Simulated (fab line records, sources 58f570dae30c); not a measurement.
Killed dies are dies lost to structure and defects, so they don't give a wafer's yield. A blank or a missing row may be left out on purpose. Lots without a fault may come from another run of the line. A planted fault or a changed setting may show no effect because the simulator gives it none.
fab line records | flow berkeley_cmos170 | part 2 of 2: steps 32 to 42 of 42
record lots=5 wafers=15 last_day=11
route steps=331 shown NWELL@32 PWELL@34 WELLDRIVE@55 ACTIVE@60
lots that met no fault: from a run of the same line without faults
start_h: hours from the record's first day to the start of the lot's first wafer shown | wait_h: hours since the lot's step before | " the same as in the row above | L1.1+2: a row that stands for several wafers | - no value, or no start given | * or withheld: withheld | < > ~ a bound
route shown NAME@n: a module of which the file shows steps, and the number in the route of the first | usual: mean/standard deviation of fault-free wafers | same: alike in all rows | chamber/n: place in a boat | sites: the reading at each site | _std_site: their standard deviation | _edge_site: outer sites' mean less inner sites' | radius_mm: how far each site lies from the wafer's centre | mask NAME#n: copy n | behind: the tool/chamber that last shaped the wafer | hold: why the lot was held/for how many hours/how that ended | device: the transistor (n, p or np) that didn't switch | end of line: the same wafers' tests at the end of the route | a step without rows: its recipe alone | killed: dies lost to structure and defects at the first sort, not the wafer's yield | map: a wafer's dies, x killed, . not, _ none there
set.NAME: the setting as run; set.NAME@STEP: as run at that earlier step | model.NAME: the simulator's own value behind a step, which no gauge read
lots at some steps of the route; a table a step, a row a wafer
services: from which hour (start_h, from the record's first day; less than 0 if before it) a tool's chamber was out of use, for how many hours, and why
## steps
# step UCB170_ACTIVE_THK_MEAS_03
# recipe reads=SiO2_of_ACTIVE_OXIDATION_02
# usual ACTIVE_OXIDE_THK=26.2/0.44
# columns lot.wafer tool chamber start_h wait_h ACTIVE_OXIDE_THK[nm]
L085.3 film_metro-04 - 133.30 0.0 25.5
L085.4 " - " " 25.9
L085.5 " - " " 25.6
L088.3 film_metro-04 - 141.48 0.0 25.7
L088.4 " - " " 26.1
L088.5 " - " " 26.0
L092.1 film_metro-03 - 159.61 0.0 26.6
L092.2 " - " " 26.0
L092.6 " - " " 26.2
L093.1 film_metro-01 - 168.36 0.1 25.9
L093.3 " - " " 25.8
L093.4 " - " " 25.8
L096.3 film_metro-04 - 175.91 0.0 26.7
L096.4 " - " " 26.1
L096.6 " - " " 26.7
# step UCB170_ACTIVE_ANNEAL_04
# recipe temp_c=1000 time_s=900 ambient=N2
# usual spike_tc_centre_C=1003.3/1.1
# columns lot.wafer tool chamber start_h wait_h spike_tc_centre_C
L085.3 furnace-04 0 134.53 1.2 1003.6
L085.4 " 0 " " 1003.7
L085.5 " 0 " " 1003.5
L088.3 furnace-02 0 143.23 1.7 1005.0
L088.4 " 0 " " 1002.7
L088.5 " 0 " " 1004.6
L092.1 furnace-02 0 162.53 2.9 1003.1
L092.2 " 0 " " 1002.6
L092.6 " 0 " " 1003.8
L093.1 furnace-02 0 171.46 3.1 1004.4
L093.3 " 0 " " 1005.0
L093.4 " 0 " " 1004.0
L096.3 furnace-02 0 178.80 2.9 1004.9
L096.4 " 0 " " 1003.8
L096.6 " 0 " " 1003.2
# step UCB170_ACTIVE_CVD_05
# recipe material=Si3N4 target_thk_nm=220 temp_c=800 precursor=SiH2Cl2/NH3 time_s=3300 pressure_mtorr=200 sih2cl2_flow_sccm=25 nh3_flow_sccm=75
# usual spike_tc_centre_C=801.8/1.3
# columns lot.wafer tool chamber start_h wait_h spike_tc_centre_C
L085.3 lpcvd-02 0 137.14 1.4 804.1
L085.4 " 0 " " 803.2
L085.5 " 0 " " 802.6
L088.3 lpcvd-02 0 144.48 0.0 802.5
L088.4 " 0 " " 800.9
L088.5 " 0 " " 803.5
L092.1 lpcvd-02 1 164.71 0.9 801.3
L092.2 " 1 " " 801.7
L092.6 " 1 " " 800.7
L093.1 lpcvd-01 0 173.95 1.2 800.9
L093.3 " 0 " " 801.7
L093.4 " 0 " " 800.9
L096.3 lpcvd-01 1 180.05 0.0 798.4
L096.4 " 1 " " 800.9
L096.6 " 1 " " 799.3
# step UCB170_ACTIVE_THK_MEAS_06
# recipe reads=Si3N4_of_ACTIVE_CVD_05
# usual ACTIVE_NITRIDE_THK=220.1/2.3
# columns lot.wafer tool chamber start_h wait_h ACTIVE_NITRIDE_THK[nm]
L085.3 film_metro-03 - 139.07 0.0 218.2
L085.4 " - " " 218.5
L085.5 " - " " 220.3
L088.3 film_metro-04 - 146.43 0.0 219.1
L088.4 " - " " 218.5
L088.5 " - " " 219.1
L092.1 film_metro-01 - 166.63 0.0 222.8
L092.2 " - " " 222.9
L092.6 " - " " 223.5
L093.1 film_metro-03 - 176.83 0.0 219.5
L093.3 " - " " 221.0
L093.4 " - " " 220.2
L096.3 film_metro-04 - 181.98 0.0 221.4
L096.4 " - " " 222.8
L096.6 " - " " 221.3
# step UCB170_ACTIVE_HMDS_07
# recipe prime_time_s=60 prime_temp_c=100
# same prime_time_s=60
# columns lot.wafer tool chamber start_h wait_h
L085.3+4+5 litho_track-03 0 139.36 0.3
L088.3+4+5 litho_track-01 0 146.72 0.3
L092.1+2+6 litho_track-01 0 166.85 0.2
L093.1+3+4 litho_track-01 0 176.98 0.1
L096.3+4+6 litho_track-02 0 182.07 0.1
# step UCB170_ACTIVE_COAT_08
# recipe resist=KrF spin_rpm=1500 resist_thk_nm=912.5
# columns lot.wafer tool chamber start_h wait_h
L085.3+4+5 litho_track-03 0 139.51 0.1
L088.3+4+5 litho_track-01 0 146.87 0.1
L092.1+2+6 litho_track-01 0 167.00 0.1
L093.1+3+4 litho_track-01 0 177.13 0.1
L096.3+4+6 litho_track-02 0 182.22 0.1
# step UCB170_ACTIVE_SOFTBAKE_09
# recipe resist=KrF temp_c=130 time_s=60
# usual heater_power_total_W=56.80/0.05
# columns lot.wafer tool chamber start_h wait_h heater_power_total_W
L085.3 litho_track-03 0 139.66 0.1 56.85
L085.4 " 0 " " 56.75
L085.5 " 0 " " 56.79
L088.3 litho_track-01 0 147.02 0.1 56.82
L088.4 " 0 " " 56.84
L088.5 " 0 " " 56.78
L092.1 litho_track-01 0 167.15 0.1 56.81
L092.2 " 0 " " 56.71
L092.6 " 0 " " 56.80
L093.1 litho_track-01 0 177.28 0.1 56.85
L093.3 " 0 " " 56.85
L093.4 " 0 " " 56.84
L096.3 litho_track-02 0 182.37 0.1 56.82
L096.4 " 0 " " 56.80
L096.6 " 0 " " 56.80
# step UCB170_ACTIVE_EXPOSE_10
# recipe mask_id=ACTIVE target_cd_nm=1200 na=0.5 sigma_outer=0.6 source_shape=conventional dose_mj=20
# usual exposure_dose_mJ_cm2=20.056/0.019
# columns lot.wafer tool chamber start_h wait_h mask exposure_dose_mJ_cm2
L085.3 krf_scanner-02 0 139.92 0.2 ACTIVE#0 20.037
L085.4 " 0 " " ACTIVE#0 20.042
L085.5 " 0 " " ACTIVE#0 20.027
L088.3 krf_scanner-02 0 147.40 0.4 ACTIVE#0 20.034
L088.4 " 0 " " ACTIVE#0 20.053
L088.5 " 0 " " ACTIVE#0 20.037
L092.1 krf_scanner-02 0 167.48 0.3 ACTIVE#0 20.039
L092.2 " 0 " " ACTIVE#0 20.054
L092.6 " 0 " " ACTIVE#0 20.074
L093.1 krf_scanner-02 0 177.57 0.3 ACTIVE#0 20.045
L093.3 " 0 " " ACTIVE#0 20.002
L093.4 " 0 " " ACTIVE#0 20.065
L096.3 krf_scanner-01 0 182.64 0.2 ACTIVE#0 20.100
L096.4 " 0 " " ACTIVE#0 20.090
L096.6 " 0 " " ACTIVE#0 20.088
# step UCB170_ACTIVE_PEB_11
# recipe peb_temp_c=130 peb_time_s=withheld resist=KrF
# usual heater_power_total_W=56.80/0.045
# columns lot.wafer tool chamber start_h wait_h heater_power_total_W
L085.3 litho_track-02 0 140.20 0.3 56.77
L085.4 " 0 " " 56.76
L085.5 " 0 " " 56.79
L088.3 litho_track-01 0 147.53 0.1 56.80
L088.4 " 0 " " 56.78
L088.5 " 0 " " 56.76
L092.1 litho_track-01 0 168.03 0.5 56.84
L092.2 " 0 " " 56.83
L092.6 " 0 " " 56.80
L093.1 litho_track-01 0 177.69 0.1 56.78
L093.3 " 0 " " 56.81
L093.4 " 0 " " 56.90
L096.3 litho_track-03 0 183.11 0.4 56.87
L096.4 " 0 " " 56.76
L096.6 " 0 " " 56.78
# step UCB170_ACTIVE_DEVELOP_12
# recipe developer=TMAH develop_time_s=45 resist=KrF dev_temp_c=21
# columns lot.wafer tool chamber start_h wait_h
L085.3+4+5 litho_track-02 0 - -
L088.3+4+5 litho_track-01 0 - -
L092.1+2+6 litho_track-01 0 - -
L093.1+3+4 litho_track-01 0 - -
L096.3+4+6 litho_track-03 0 - -
# step UCB170_ACTIVE_CD_MEAS_13
# recipe target_cd_nm=1200
# usual cd_nm=1199.7/1.4
# columns lot.wafer tool chamber start_h wait_h cd_nm
L085.3 cd_sem-01 - 140.47 - 1199.8
L085.4 " - " " 1199.0
L085.5 " - " " 1199.3
L088.3 cd_sem-02 - 147.79 - 1200.3
L088.4 " - " " 1199.8
L088.5 " - " " 1199.1
L092.1 cd_sem-01 - 168.30 - 1199.0
L092.2 " - " " 1199.5
L092.6 " - " " 1199.0
L093.1 cd_sem-02 - 177.96 - 1200.7
L093.3 " - " " 1200.5
L093.4 " - " " 1200.5
L096.3 cd_sem-02 - 183.37 - 1198.3
L096.4 " - " " 1198.1
L096.6 " - " " 1196.9
## services
# columns tool chamber start_h hours kind
krf_scanner-01 0 72.07 - calibration
krf_scanner-02 - 82.52 0.9 repair
rie_diel-03 2 83.56 1.8 repair
rie_diel-03 - 88.25 0.6 repair
krf_scanner-01 - 104.62 1.0 pm
krf_scanner-02 - 107.01 0.8 pm
furnace-02 - 107.69 2.4 pm
plasma_asher-01 - 108.75 9.0 pm
plasma_asher-01 0 108.75 9.0 vent_cycle
plasma_asher-01 1 108.75 9.0 vent_cycle
furnace-04 - 112.40 3.1 pm
implanter-04 - 113.19 8.4 pm
krf_scanner-02 0 123.63 - calibration
krf_scanner-02 - 130.33 4.4 pm
krf_scanner-02 - 134.71 1.3 pm
rie_diel-03 - 137.31 2.6 repair
krf_scanner-01 - 137.67 1.3 pm
implanter-01 - 146.55 3.0 repair
krf_scanner-02 - 155.60 3.7 repair
furnace-01 - 158.25 2.6 pm
rie_diel-04 3 159.00 13.3 repair
krf_scanner-01 - 177.17 4.0 pm
rie_diel-04 - 177.34 4.3 pm
plasma_asher-04 - 179.09 1.3 repair
